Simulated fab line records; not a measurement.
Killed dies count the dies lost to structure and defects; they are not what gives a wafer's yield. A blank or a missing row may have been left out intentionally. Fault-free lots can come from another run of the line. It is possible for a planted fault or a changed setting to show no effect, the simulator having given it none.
fab line records	flow rit_cmos
record: lots: 12	wafers: 36	last_day: 7
route steps=202 shown ACTIVE@4 PSD@148 CONTACT@169 M1@193
lots untouched by any fault: they come from a run of this same line in which no faults occurred
start_h: the number of hours between the record's first day and the start of the first shown wafer of the lot	wait_h: hours from the lot's prior step to this one	" identical to the entry in the row above	L1.1+2: a single row standing in for several wafers	- no value, or no start was given	* or withheld: withheld	< > ~ a bound
route shown NAME@n: names a module that has steps shown in the file, with the first one's number in the route	usual: average and standard deviation across the fault-free wafers	same: alike in all rows	chamber/n: place in a boat	sites: per-site readings	_std_site: the standard deviation of these	_edge_site: inner sites' mean taken away from outer sites' mean	radius_mm: for every site, how far away it sits from the centre of the wafer	mask NAME#n: copy n	behind: the most recent tool/chamber to have shaped the wafer	hold: why the lot went on hold/how many hours it stayed there/how the hold came to an end	device: which transistor (n, p or np) failed to switch	end of line: the route-end tests of the same wafers	a step with no rows: only its recipe	killed: dies that structure and defects cost at the first sort, which is not the same as the wafer's yield	map: a wafer's dies, marking killed ones x, the rest . and places with no die _
set.NAME: setting as actually run; set.NAME@STEP: the setting as run at that earlier step	model.NAME: the simulator's own value behind a step, which no gauge read
one table for each step of the route and one row for each wafer, over a sample of lots
services: a tool's chamber out of use, with start hour (start_h, from the record's first day; less than 0 if before it), hours out, and reason
== steps ==
step: RIT_ACTIVE_CVD_03
recipe: material: Si3N4	target_thk_nm: 150	temp_c: 810	precursor: SiH2Cl2/NH3	time_s: 1500	pressure_mtorr: 300	sih2cl2_flow_sccm: 60	nh3_flow_sccm: 150
usual: sih2cl2_flow_sccm: 59.99/0.18	spike_tc_load_C: 834.4/1.8
lot.wafer	tool	chamber	start_h	wait_h	sih2cl2_flow_sccm	spike_tc_load_C
L814.1	lpcvd-01	0	12.11	0.1	59.89	832.9
L814.5	"	0	"	"	60.00	832.8
L814.6	"	0	"	"	59.97	833.9
L815.1	lpcvd-02	1	17.34	0.1	59.88	835.6
L815.2	"	1	"	"	60.26	835.1
L815.6	"	1	"	"	59.98	837.6
L816.4	lpcvd-01	1	22.15	0.1	59.87	837.2
L816.5	"	1	"	"	59.72	835.3
L816.6	"	1	"	"	59.84	833.7
L820.2	lpcvd-02	1	43.14	0.0	60.02	834.0
L820.4	"	1	"	"	60.02	834.4
L820.5	"	1	"	"	60.03	836.7
L821.1	lpcvd-02	1	47.11	0.1	59.95	836.3
L821.4	"	1	"	"	60.35	833.8
L821.6	"	1	"	"	60.08	836.8
L822.1	lpcvd-02	0	54.49	2.4	60.26	833.3
L822.5	"	0	"	"	59.82	833.1
L822.6	"	0	"	"	59.97	832.4
L823.1	lpcvd-01	0	60.94	3.0	59.76	831.4
L823.2	"	0	"	"	60.03	832.5
L823.3	"	0	"	"	59.92	833.5
L826.1	lpcvd-01	1	72.11	0.1	59.85	836.3
L826.2	"	1	"	"	60.16	835.5
L826.4	"	1	"	"	59.99	837.0
L828.2	lpcvd-01	1	82.11	0.0	59.94	836.3
L828.3	"	1	"	"	59.67	836.7
L828.5	"	1	"	"	59.95	835.7
L834.1	lpcvd-01	0	113.09	0.1	60.28	833.1
L834.2	"	0	"	"	60.19	833.7
L834.4	"	0	"	"	60.17	833.5
L836.1	lpcvd-01	1	122.49	0.1	60.21	836.4
L836.2	"	1	"	"	60.32	835.4
L836.4	"	1	"	"	60.21	835.2
L837.2	lpcvd-02	1	127.88	0.0	60.12	837.6
L837.3	"	1	"	"	60.06	836.6
L837.6	"	1	"	"	60.19	835.8
step: RIT_ACTIVE_THK_MEAS_04
recipe: reads: Si3N4_of_ACTIVE_CVD_03
usual: ACTIVE_NITRIDE_THK: 149.7/1.4
lot.wafer	tool	chamber	start_h	wait_h	ACTIVE_NITRIDE_THK[nm]
L814.1	film_metro-03	-	14.24	0.0	152.2
L814.5	"	-	"	"	150.9
L814.6	"	-	"	"	151.2
L815.1	film_metro-03	-	18.76	0.0	149.5
L815.2	"	-	"	"	149.1
L815.6	"	-	"	"	149.6
L816.4	film_metro-03	-	25.36	0.0	149.6
L816.5	"	-	"	"	149.9
L816.6	"	-	"	"	150.1
L820.2	film_metro-01	-	44.56	0.0	149.1
L820.4	"	-	"	"	148.0
L820.5	"	-	"	"	148.0
L821.1	film_metro-03	-	48.53	0.0	100.7
L821.4	"	-	"	"	100.8
L821.6	"	-	"	"	102.2
L822.1	film_metro-01	-	56.61	0.0	97.0
L822.5	"	-	"	"	99.9
L822.6	"	-	"	"	97.3
L823.1	film_metro-03	-	62.36	0.0	148.8
L823.2	"	-	"	"	148.7
L823.3	"	-	"	"	147.8
L826.1	film_metro-01	-	73.53	0.0	148.3
L826.2	"	-	"	"	150.0
L826.4	"	-	"	"	149.4
L828.2	film_metro-03	-	83.54	0.0	150.5
L828.3	"	-	"	"	151.6
L828.5	"	-	"	"	150.4
L834.1	film_metro-01	-	114.50	0.0	148.5
L834.2	"	-	"	"	149.1
L834.4	"	-	"	"	149.0
L836.1	film_metro-03	-	123.91	0.0	151.9
L836.2	"	-	"	"	151.4
L836.4	"	-	"	"	151.4
L837.2	film_metro-03	-	129.30	0.0	149.9
L837.3	"	-	"	"	150.0
L837.6	"	-	"	"	151.6
step: RIT_ACTIVE_ETCH_13
recipe: stop_on: SiO2	chemistry: SF6	target: Si3N4	time_s: 210	over_etch_frac: 0.4	SF6_flow_sccm: 200	pressure_mtorr: 260	rf_w: 125	target_depth_a: 2100
usual: drypump_motor_current_A: 5.9/0.49	oes_product_au: 0.818/0.014	throttle_valve_pct: 7.47/0.15
lot.wafer	tool	chamber	start_h	wait_h	drypump_motor_current_A	oes_product_au	rf_hours_counter_h	throttle_valve_pct
L814.1	rie_diel-03	3	15.42	0.1	6.7	0.840	2	7.57
L814.5	"	2	"	"	6.3	0.809	-	7.43
L814.6	"	1	"	"	5.5	0.829	-	7.37
L815.1	rie_diel-01	3	19.94	0.1	5.9	0.821	113	7.27
L815.2	"	0	"	"	6.2	0.803	6	7.53
L815.6	"	0	"	"	6.3	0.801	-	7.53
L816.4	rie_diel-01	0	26.64	0.1	6.3	0.799	6	7.52
L816.5	"	3	"	"	5.9	0.820	-	7.28
L816.6	"	0	"	"	6.3	0.813	-	7.51
L820.2	rie_diel-03	2	45.84	0.1	6.3	0.798	135	7.43
L820.4	"	0	"	"	5.7	0.815	137	7.30
L820.5	"	0	"	"	5.7	0.804	-	7.31
L821.1	rie_diel-04	2	49.71	0.1	5.4	0.699	96	7.71
L821.4	"	0	"	"	4.8	0.664	83	7.42
L821.6	"	0	"	"	4.7	0.667	-	7.42
L822.1	rie_diel-01	1	57.92	0.1	5.5	0.675	90	7.45
L822.5	"	0	"	"	6.3	0.659	-	7.51
L822.6	"	1	"	"	5.5	0.664	-	7.44
L823.1	rie_diel-01	2	63.54	0.1	6.2	0.822	106	7.31
L823.2	"	1	"	"	5.5	0.822	90	7.45
L823.3	"	0	"	"	6.3	0.795	7	7.52
L826.1	rie_diel-04	2	74.71	0.1	5.5	0.842	96	7.71
L826.2	"	0	"	"	4.7	0.806	83	7.42
L826.4	"	1	"	"	5.7	0.808	33	7.42
L828.2	rie_diel-04	0	84.71	0.1	4.8	0.802	84	7.43
L828.3	"	1	"	"	5.7	0.822	33	7.43
L828.5	"	3	"	"	6.1	0.822	-	7.74
L834.1	rie_diel-01	0	115.68	0.1	6.3	0.802	9	7.51
L834.2	"	2	"	"	6.2	0.834	107	7.30
L834.4	"	1	"	"	5.5	0.834	91	7.44
L836.1	rie_diel-04	1	125.09	0.1	5.8	0.820	33	7.43
L836.2	"	2	"	"	5.5	0.848	97	7.72
L836.4	"	0	"	"	4.7	0.810	84	7.42
L837.2	rie_diel-01	2	130.47	0.1	6.1	0.840	107	7.30
L837.3	"	1	"	"	5.5	0.825	92	7.46
L837.6	"	3	"	"	5.9	0.824	-	7.28
step: RIT_PSD_OVL_MEAS_06
usual: PSD_OVL: 0.7/1.4
lot.wafer	tool	chamber	start_h	wait_h	PSD_OVL[nm]
L814.1	overlay-02	-	54.67	-	2.5
L814.5	"	-	"	"	0.9
L814.6	"	-	"	"	1.7
L815.1	overlay-02	-	62.09	-	0.2
L815.2	"	-	"	"	1.1
L815.6	"	-	"	"	-0.9
L816.4	overlay-02	-	65.65	-	1.5
L816.5	"	-	"	"	2.2
L816.6	"	-	"	"	1.7
L820.2	overlay-01	-	82.70	-	3.5
L820.4	"	-	"	"	2.5
L820.5	"	-	"	"	0.0
L821.1	overlay-01	-	84.96	-	1.7
L821.4	"	-	"	"	2.1
L821.6	"	-	"	"	1.2
L822.1	overlay-01	-	95.62	-	-0.9
L822.5	"	-	"	"	-1.7
L822.6	"	-	"	"	-0.4
L823.1	overlay-01	-	98.91	-	1.1
L823.2	"	-	"	"	-1.3
L823.3	"	-	"	"	-0.4
L826.1	overlay-01	-	109.88	-	0.4
L826.2	"	-	"	"	2.1
L826.4	"	-	"	"	0.2
L828.2	overlay-02	-	121.34	-	0.3
L828.3	"	-	"	"	-1.7
L828.5	"	-	"	"	-0.8
L834.1	overlay-02	-	150.38	-	3.3
L834.2	"	-	"	"	2.9
L834.4	"	-	"	"	3.6
L836.1	overlay-02	-	164.59	-	1.2
L836.2	"	-	"	"	3.0
L836.4	"	-	"	"	0.1
L837.2	overlay-01	-	168.29	-	0.5
L837.3	"	-	"	"	-0.5
L837.6	"	-	"	"	0.0
step: RIT_CONTACT_THK_MEAS_01
recipe: reads: SiO2_of_CONTACT_CVD_00
usual: CONTACT_TEOS_THK: 401/5.5
lot.wafer	tool	chamber	start_h	wait_h	CONTACT_TEOS_THK[nm]
L814.1	film_metro-01	-	56.73	0.0	396
L814.5	"	-	"	"	401
L814.6	"	-	"	"	396
L815.1	film_metro-02	-	64.17	0.0	393
L815.2	"	-	"	"	399
L815.6	"	-	"	"	402
L816.4	film_metro-02	-	67.74	0.0	403
L816.5	"	-	"	"	411
L816.6	"	-	"	"	403
L820.2	film_metro-04	-	84.78	0.0	395
L820.4	"	-	"	"	413
L820.5	"	-	"	"	406
L821.1	film_metro-01	-	87.04	0.0	402
L821.4	"	-	"	"	404
L821.6	"	-	"	"	403
L822.1	film_metro-01	-	97.69	0.0	406
L822.5	"	-	"	"	409
L822.6	"	-	"	"	407
L823.1	film_metro-04	-	100.97	0.0	401
L823.2	"	-	"	"	400
L823.3	"	-	"	"	403
L826.1	film_metro-04	-	112.28	0.0	393
L826.2	"	-	"	"	395
L826.4	"	-	"	"	400
L828.2	film_metro-01	-	123.46	0.0	401
L828.3	"	-	"	"	403
L828.5	"	-	"	"	414
L834.1	film_metro-01	-	152.47	0.0	399
L834.2	"	-	"	"	400
L834.4	"	-	"	"	404
L836.1	film_metro-04	-	166.85	0.1	395
L836.2	"	-	"	"	397
L836.4	"	-	"	"	401
L837.2	film_metro-02	-	170.34	0.0	399
L837.3	"	-	"	"	397
L837.6	"	-	"	"	404
step: RIT_M1_CD_MEAS_09
recipe: target_cd_nm: 2600
usual: cd_nm: 2599.1/2.2
lot.wafer	tool	chamber	start_h	wait_h	cd_nm
L814.1	cd_sem-01	-	60.84	-	2599.6
L814.5	"	-	"	"	2601.8
L814.6	"	-	"	"	2601.6
L815.1	cd_sem-01	-	68.03	-	2602.4
L815.2	"	-	"	"	2600.7
L815.6	"	-	"	"	2601.2
L816.4	cd_sem-02	-	71.42	-	2600.8
L816.5	"	-	"	"	2599.7
L816.6	"	-	"	"	2595.5
L820.2	cd_sem-02	-	88.47	-	2595.9
L820.4	"	-	"	"	2594.7
L820.5	"	-	"	"	2596.2
L821.1	cd_sem-01	-	90.69	-	2599.2
L821.4	"	-	"	"	2598.7
L821.6	"	-	"	"	2598.0
L822.1	cd_sem-01	-	101.57	-	2599.0
L822.5	"	-	"	"	2598.4
L822.6	"	-	"	"	2600.6
L823.1	cd_sem-01	-	104.77	-	2599.9
L823.2	"	-	"	"	2600.5
L823.3	"	-	"	"	2600.0
L826.1	cd_sem-01	-	116.15	-	2593.7
L826.2	"	-	"	"	2595.5
L826.4	"	-	"	"	2597.1
L828.2	cd_sem-01	-	127.34	-	2601.6
L828.3	"	-	"	"	2600.7
L828.5	"	-	"	"	2599.8
L834.1	cd_sem-01	-	156.04	-	2603.1
L834.2	"	-	"	"	2600.6
L834.4	"	-	"	"	2601.4
L836.1	cd_sem-01	-	170.63	-	2598.4
L836.2	"	-	"	"	2601.1
L836.4	"	-	"	"	2599.6
L837.2	cd_sem-02	-	174.03	-	2600.0
L837.3	"	-	"	"	2601.3
L837.6	"	-	"	"	2599.9
== services ==
tool	chamber	start_h	hours	kind
rie_diel-03	2	-8.14	3.4	repair
rie_diel-04	2	-5.31	5.7	repair
rie_diel-04	1	18.81	7.7	repair
rie_diel-04	3	44.83	3.5	repair
lpcvd-01	-	46.34	14.6	pm
rie_diel-03	-	70.76	10.0	pm
lpcvd-01	-	74.55	0.8	repair
rie_diel-04	2	79.64	9.2	repair
rie_diel-01	-	83.07	0.5	repair
rie_diel-03	0	87.35	15.6	repair
rie_diel-01	-	94.23	0.4	repair
rie_diel-04	1	96.51	3.7	repair
== key ==
first_sign: step: RIT_ACTIVE_THK_MEAS_04	reading: ACTIVE_NITRIDE_THK	direction: down	sigmas: 36	usual: 149.7	struck: 99.7
effect: step: RIT_ACTIVE_ETCH_13	reading: oes_product_au	direction: down	sigmas: 11	usual: 0.818	struck: 0.671
met_at RIT_ACTIVE_CVD_03
struck_lots L821,L822
tester_left_out L821,L822
not_acting_at RIT_PSD_OVL_MEAS_06,RIT_CONTACT_THK_MEAS_01,RIT_M1_CD_MEAS_09
onset_between 43.14 47.11
fault: kind: process_parameter_drift	tool: lpcvd-02	chamber: -	onset_h: 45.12	steps: RIT_ACTIVE_CVD_03	channel: target_thk_nm	offset: -49.5	shape: step	end_h: 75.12	acts_in: these_recipes_only	stated: 150
tester_left_out: of these lots the tester's yield and bins aren't shown, on N5 and GAA mostly nor the transistor test; their killed dies are dies lost to structure and defects alone, not to doping, threshold or leakage, so they don't give the yield
